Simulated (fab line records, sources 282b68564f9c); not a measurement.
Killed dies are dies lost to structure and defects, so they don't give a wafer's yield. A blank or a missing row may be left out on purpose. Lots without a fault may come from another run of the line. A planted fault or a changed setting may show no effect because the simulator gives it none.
fab line records | flow rit_cmos
record lots=6 wafers=18 last_day=7
route steps=202 shown SDANNEAL@153 PSD@157 NSD@158 PLDD@159 NLDD@160 SILICIDE@161 M1@202
lots that met no fault: from a run of the same line without faults
start_h: hours from the record's first day to the start of the lot's first wafer shown | wait_h: hours since the lot's step before | " the same as in the row above | L1.1+2: a row that stands for several wafers | - no value, or no start given | * or withheld: withheld | < > ~ a bound
route shown NAME@n: a module of which the file shows steps, and the number in the route of the first | usual: mean/standard deviation of fault-free wafers | same: alike in all rows | chamber/n: place in a boat | sites: the reading at each site | _std_site: their standard deviation | _edge_site: outer sites' mean less inner sites' | radius_mm: how far each site lies from the wafer's centre | mask NAME#n: copy n | behind: the tool/chamber that last shaped the wafer | hold: why the lot was held/for how many hours/how that ended | device: the transistor (n, p or np) that didn't switch | end of line: the same wafers' tests at the end of the route | a step without rows: its recipe alone | killed: dies lost to structure and defects at the first sort, not the wafer's yield | map: a wafer's dies, x killed, . not, _ none there
set.NAME: the setting as run; set.NAME@STEP: as run at that earlier step | model.NAME: the simulator's own value behind a step, which no gauge read
lots at some steps of the route; a table a step, a row a wafer
services: from which hour (start_h, from the record's first day; less than 0 if before it) a tool's chamber was out of use, for how many hours, and why
## steps
# step RIT_SDANNEAL_CLEAN_00
# recipe chemistry=SC1 mix=3:3:50 time_s=600 temp_c=75
# step RIT_SDANNEAL_CLEAN_01
# recipe chemistry=dHF dilution=50:1 time_s=30
# step RIT_SDANNEAL_CLEAN_02
# recipe chemistry=SC2 mix=3:3:50 time_s=600 temp_c=75 dry=n2_spin
# step RIT_SDANNEAL_RTA_03
# recipe temp_c=1050 time_s=5 idle_temp_c=600 ramp_up_c_per_s=342 ramp_down_c_per_s=171 cool_to_c=600 ambient=N2
# usual ramp_down_c_per_s=171.00/0.03 wafer_temp_C_max=1053.4/1.2
# columns lot.wafer tool chamber start_h wait_h ramp_down_c_per_s wafer_temp_C_max
L746.1 rtp_anneal-02 0 59.87 0.0 171.04 1051.5
L746.3 " 0 " " 170.96 1053.4
L746.4 " 0 " " 170.93 1053.5
L753.1 rtp_anneal-01 0 87.22 0.0 171.01 1054.6
L753.2 " 0 " " 171.00 1053.9
L753.4 " 0 " " 171.01 1053.6
L755.2 rtp_anneal-01 0 107.10 0.0 171.06 1055.9
L755.5 " 0 " " 170.98 1053.3
L755.6 " 0 " " 171.00 1054.2
L757.3 rtp_anneal-01 0 116.93 0.0 171.02 1054.2
L757.4 " 0 " " 170.99 1051.8
L757.6 " 0 " " 170.96 1053.7
L765.2 rtp_anneal-02 0 155.90 0.0 170.95 1053.7
L765.4 " 0 " " 170.97 1052.8
L765.6 " 0 " " 171.09 1054.3
L768.2 rtp_anneal-02 0 168.17 0.0 170.99 1054.0
L768.5 " 0 " " 170.99 1052.4
L768.6 " 0 " " 170.95 1053.8
# step RIT_SDANNEAL_RS_MEAS_04
# recipe thk_meas_gauge=four-point-probe
# usual PSD_RS=116.06/0.29
# columns lot.wafer tool chamber start_h wait_h PSD_RS[ohm/sq]
L746.1 film_metro-04 - 59.93 0.0 115.67
L746.3 " - " " 115.64
L746.4 " - " " 115.78
L753.1 film_metro-03 - 87.28 0.0 116.05
L753.2 " - " " 115.34
L753.4 " - " " 115.92
L755.2 film_metro-02 - 107.17 0.1 116.48
L755.5 " - " " 115.94
L755.6 " - " " 116.09
L757.3 film_metro-02 - 117.01 0.1 116.01
L757.4 " - " " 115.97
L757.6 " - " " 115.90
L765.2 film_metro-02 - 155.96 0.1 116.47
L765.4 " - " " 116.64
L765.6 " - " " 116.22
L768.2 film_metro-02 - 168.24 0.1 116.15
L768.5 " - " " 116.28
L768.6 " - " " 116.71
# step RIT_SDANNEAL_RS_MEAS_05
# recipe thk_meas_gauge=four-point-probe
# usual NSD_RS=84.43/0.28
# columns lot.wafer tool chamber start_h wait_h NSD_RS[ohm/sq]
L746.1 film_metro-04 - 60.05 0.1 84.47
L746.3 " - " " 84.14
L746.4 " - " " 84.14
L753.1 film_metro-03 - 87.40 0.1 83.48
L753.2 " - " " 83.97
L753.4 " - " " 84.00
L755.2 film_metro-02 - 107.29 0.1 84.43
L755.5 " - " " 84.42
L755.6 " - " " 84.53
L757.3 film_metro-02 - 117.13 0.1 84.61
L757.4 " - " " 84.63
L757.6 " - " " 84.76
L765.2 film_metro-02 - 156.08 0.1 84.39
L765.4 " - " " 84.66
L765.6 " - " " 84.88
L768.2 film_metro-02 - 168.36 0.1 84.57
L768.5 " - " " 84.36
L768.6 " - " " 84.47
# step RIT_SDANNEAL_RS_MEAS_06
# recipe thk_meas_gauge=four-point-probe
# usual PLDD_RS=178.8/0.47
# columns lot.wafer tool chamber start_h wait_h PLDD_RS[ohm/sq]
L746.1 film_metro-04 - 60.17 0.1 178.2
L746.3 " - " " 177.7
L746.4 " - " " 177.8
L753.1 film_metro-03 - 87.52 0.1 178.6
L753.2 " - " " 178.7
L753.4 " - " " 178.5
L755.2 film_metro-02 - 107.41 0.1 179.4
L755.5 " - " " 179.1
L755.6 " - " " 179.3
L757.3 film_metro-02 - 117.25 0.1 179.1
L757.4 " - " " 179.2
L757.6 " - " " 179.2
L765.2 film_metro-02 - 156.20 0.1 179.3
L765.4 " - " " 179.6
L765.6 " - " " 179.3
L768.2 film_metro-02 - 168.48 0.1 178.5
L768.5 " - " " 178.8
L768.6 " - " " 179.1
# step RIT_SDANNEAL_RS_MEAS_07
# recipe thk_meas_gauge=four-point-probe
# usual NLDD_RS=152.7/0.54
# columns lot.wafer tool chamber start_h wait_h NLDD_RS[ohm/sq]
L746.1 film_metro-04 - 60.29 0.1 152.5
L746.3 " - " " 152.1
L746.4 " - " " 153.0
L753.1 film_metro-03 - 87.64 0.1 151.9
L753.2 " - " " 152.1
L753.4 " - " " 151.7
L755.2 film_metro-02 - 107.53 0.1 152.1
L755.5 " - " " 151.7
L755.6 " - " " 152.5
L757.3 film_metro-02 - 117.37 0.1 153.2
L757.4 " - " " 152.9
L757.6 " - " " 153.4
L765.2 film_metro-02 - 156.32 0.1 152.2
L765.4 " - " " 152.8
L765.6 " - " " 152.6
L768.2 film_metro-02 - 168.60 0.1 152.3
L768.5 " - " " 152.5
L768.6 " - " " 152.4
# step RIT_SILICIDE_WET_ETCH_00
# recipe chemistry=BOE target=SiO2 target_depth_nm=14 time_s=15.47 dry=n2_spin dilution=10:1 temp_c=21.5
# step RIT_SILICIDE_SPUTTER_01
# recipe material=Ti target_thk_nm=30 power_w=350 chamber_pressure_pa=0.667 gas=Ar time_s=240 substrate_temp_c=25
# usual throttle_valve_pct=29.9/1.3
# columns lot.wafer tool chamber start_h wait_h throttle_valve_pct
L746.1 pvd_sputter-02 - 60.42 0.0 30.5
L746.3 " - " " 32.2
L746.4 " - " " 31.1
L753.1 pvd_sputter-01 - 87.77 0.0 27.1
L753.2 " - " " 29.5
L753.4 " - " " 29.6
L755.2 pvd_sputter-01 - 107.64 0.0 29.5
L755.5 " - " " 29.3
L755.6 " - " " 29.4
L757.3 pvd_sputter-02 - 117.47 0.0 31.2
L757.4 " - " " 30.6
L757.6 " - " " 30.5
L765.2 pvd_sputter-01 - 156.44 0.0 29.5
L765.4 " - " " 29.4
L765.6 " - " " 29.1
L768.2 pvd_sputter-01 - 168.71 0.0 27.0
L768.5 " - " " 29.6
L768.6 " - " " 27.0
# step RIT_SILICIDE_RS_MEAS_02
# recipe thk_meas_gauge=four-point-probe reads=Ti_of_SILICIDE_SPUTTER_01
# usual SILICIDE_TI_RS=48.0/0.69
# columns lot.wafer tool chamber start_h wait_h SILICIDE_TI_RS[ohm/sq]
L746.1 film_metro-04 - 60.57 0.1 46.9
L746.3 " - " " 47.5
L746.4 " - " " 47.2
L753.1 film_metro-01 - 87.92 0.1 46.7
L753.2 " - " " 46.6
L753.4 " - " " 46.7
L755.2 film_metro-03 - 107.81 0.1 48.2
L755.5 " - " " 47.7
L755.6 " - " " 47.3
L757.3 film_metro-03 - 117.66 0.1 47.5
L757.4 " - " " 47.3
L757.6 " - " " 46.5
L765.2 film_metro-03 - 156.61 0.1 49.0
L765.4 " - " " 48.7
L765.6 " - " " 48.4
L768.2 film_metro-04 - 168.88 0.1 48.2
L768.5 " - " " 48.6
L768.6 " - " " 47.9
# step RIT_SILICIDE_THK_MEAS_03
# recipe thk_meas_gauge=xrf reads=Ti_of_SILICIDE_SPUTTER_01
# usual SILICIDE_TI_THK=30.2/0.39
# columns lot.wafer tool chamber start_h wait_h SILICIDE_TI_THK[nm]
L746.1 film_metro-04 - 60.69 0.1 31.0
L746.3 " - " " 30.6
L746.4 " - " " 30.7
L753.1 film_metro-01 - 88.04 0.1 30.6
L753.2 " - " " 30.7
L753.4 " - " " 30.8
L755.2 film_metro-03 - 107.92 0.1 30.2
L755.5 " - " " 30.4
L755.6 " - " " 30.5
L757.3 film_metro-03 - 117.76 0.1 30.3
L757.4 " - " " 30.5
L757.6 " - " " 30.9
L765.2 film_metro-03 - 156.72 0.1 29.3
L765.4 " - " " 29.6
L765.6 " - " " 29.7
L768.2 film_metro-04 - 168.99 0.1 30.5
L768.5 " - " " 30.2
L768.6 " - " " 30.5
# step RIT_SILICIDE_RTA_04
# recipe temp_c=650 time_s=10 idle_temp_c=25 ramp_up_s=5 ramp_down_s=5 cool_to_c=25 ambient=N2
# usual wafer_temp_C_max=653.5/0.71
# columns lot.wafer tool chamber start_h wait_h wafer_temp_C_max
L746.1 rtp_anneal-01 0 60.75 0.1 653.9
L746.3 " 0 " " 653.8
L746.4 " 0 " " 656.2
L753.1 rtp_anneal-02 0 88.10 0.1 652.9
L753.2 " 0 " " 653.8
L753.4 " 0 " " 652.8
L755.2 rtp_anneal-02 0 107.98 0.1 592.5
L755.5 " 0 " " 592.4
L755.6 " 0 " " 593.2
L757.3 rtp_anneal-02 0 117.82 0.1 593.2
L757.4 " 0 " " 594.0
L757.6 " 0 " " 593.6
L765.2 rtp_anneal-01 0 156.78 0.1 653.1
L765.4 " 0 " " 654.4
L765.6 " 0 " " 654.1
L768.2 rtp_anneal-01 0 169.06 0.1 655.9
L768.5 " 0 " " 653.7
L768.6 " 0 " " 653.3
# step RIT_SILICIDE_WET_ETCH_05
# recipe chemistry=SPM target=Ti temp_c=90 time_s=120 dry=n2_spin
# step RIT_M1_PROBE_99
# usual killed_at_contacts=0.1/0.25 killed_at_front_end=7/3.2 killed_dies=7/3.2 killed_on_rim=2.1/1.5 killed_open=3.5/2.2 killed_short=3.6/2.1
# same gross_dies=264 killed_at_M0_to_M3=0 killed_at_M4_up=0 killed_at_back_side=0 killed_at_other=0
# columns lot.wafer tool chamber start_h wait_h killed_at_contacts killed_at_front_end killed_dies killed_on_rim killed_open killed_short
L746.1 prober-02 - 67.33 0.1 0 8 8 3 6 2
L746.3 prober-02 - 67.43 0.2 0 5 5 2 3 2
L746.4 prober-02 - 67.48 0.2 0 10 10 5 6 4
L755.2 prober-01 - 114.58 0.1 0 10 10 4 5 5
L755.5 prober-01 - 114.73 0.2 0 5 5 1 2 3
L755.6 prober-01 - 114.78 0.2 0 6 6 3 5 1
L757.3 prober-01 - 124.47 0.2 0 6 6 1 5 1
L757.4 prober-01 - 124.52 0.2 0 4 4 1 2 2
L757.6 prober-01 - 124.62 0.2 0 12 12 4 5 7
L765.2 prober-02 - 164.82 0.1 0 6 6 4 2 4
L765.4 prober-02 - 164.92 0.2 0 4 4 0 3 1
L765.6 prober-02 - 165.02 0.2 0 5 5 1 2 3
L768.2 prober-02 - 175.90 0.1 0 9 9 0 4 5
L768.5 prober-02 - 176.05 0.2 0 13 13 2 7 6
L768.6 prober-02 - 176.10 0.2 1 6 7 2 4 3
# killed by level:class
L746.1 GATE:geometric_particle:open=4 REOX:geometric_particle:open=1 REOX:geometric_particle:short=1 SPACER:geometric_particle:open=1 SPACER:geometric_particle:short=1
L746.3 GATE:geometric_particle:open=2 FOX1:geometric_particle:open=1 FOX1:geometric_particle:short=1 GATE:geometric_particle:short=1
L746.4 GATE:geometric_particle:open=5 FOX1:geometric_particle:short=1 FOX2:geometric_particle:short=1 GATE:geometric_particle:short=1 SPACER:geometric_particle:open=1 SILICIDE:geometric_particle:short=1
L755.2 REOX:geometric_particle:short=4 FOX1:geometric_particle:open=2 FOX2:geometric_particle:open=1 GATE:geometric_particle:short=1 REOX:geometric_particle:open=1 SPACER:geometric_particle:open=1
L755.5 FOX1:geometric_particle:open=2 SPACER:geometric_particle:short=2 FOX2:geometric_particle:short=1
L755.6 REOX:geometric_particle:open=2 SPACER:geometric_particle:open=2 FOX1:geometric_particle:short=1 FOX1:geometric_particle:open=1
L757.3 FOX1:geometric_particle:open=2 GATE:geometric_particle:open=2 ACTIVE:geometric_particle:short=1 FOX2:geometric_particle:open=1
L757.4 FOX1:geometric_particle:open=1 GATE:geometric_particle:open=1 GATE:geometric_particle:short=1 SILICIDE:geometric_particle:short=1
L757.6 GATE:geometric_particle:short=3 SPACER:geometric_particle:open=3 GATE:geometric_particle:open=2 SPACER:geometric_particle:short=2 FOX1:geometric_particle:short=1 REOX:geometric_particle:short=1
L765.2 FOX1:geometric_particle:short=2 FOX2:geometric_particle:short=1 GATE:geometric_particle:open=1 REOX:geometric_particle:open=1 SILICIDE:geometric_particle:short=1
L765.4 REOX:geometric_particle:open=3 REOX:geometric_particle:short=1
L765.6 FOX1:geometric_particle:open=1 FOX1:geometric_particle:short=1 FOX2:geometric_particle:short=1 SPACER:geometric_particle:open=1 SILICIDE:geometric_particle:short=1
L768.2 GATE:geometric_particle:short=2 FOX1:geometric_particle:open=1 GATE:geometric_particle:open=1 REOX:geometric_particle:short=1 REOX:geometric_particle:open=1 SPACER:geometric_particle:short=1 SPACER:geometric_particle:open=1 SILICIDE:geometric_particle:short=1
L768.5 GATE:geometric_particle:open=3 REOX:geometric_particle:open=2 ACTIVE:geometric_particle:open=1 FOX1:geometric_particle:short=1 FOX1:geometric_particle:open=1 FOX2:geometric_particle:short=1 GATE:geometric_particle:short=1 REOX:geometric_particle:short=1
L768.6 FOX1:geometric_particle:open=2 GATE:geometric_particle:short=1 REOX:geometric_particle:open=1 SPACER:geometric_particle:short=1 SILICIDE:geometric_particle:short=1 CONTACT:geometric_particle:open=1
## services
# columns tool chamber start_h hours kind
rtp_anneal-02 - 80.50 6.7 pm
## key
first_sign step=RIT_SILICIDE_RTA_04 reading=wafer_temp_C_max direction=down sigmas=86 usual=* struck=*
effect none on later readings
met_at RIT_SILICIDE_RTA_04
struck_wafers L755.2,L755.5,L755.6,L757.3,L757.4,L757.6
tester_left_out L755,L757
onset_between 88.10 107.98
fault kind=process_parameter_drift tool=rtp_anneal-02 chamber=- onset_h=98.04 steps=RIT_SILICIDE_RTA_04 channel=temp_c offset=* shape=step end_h=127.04 acts_in=* stated=*
# tester_left_out: of these lots the tester's yield and bins aren't shown, on N5 and GAA mostly nor the transistor test; their killed dies are dies lost to structure and defects alone, not to doping, threshold or leakage, so they don't give the yield
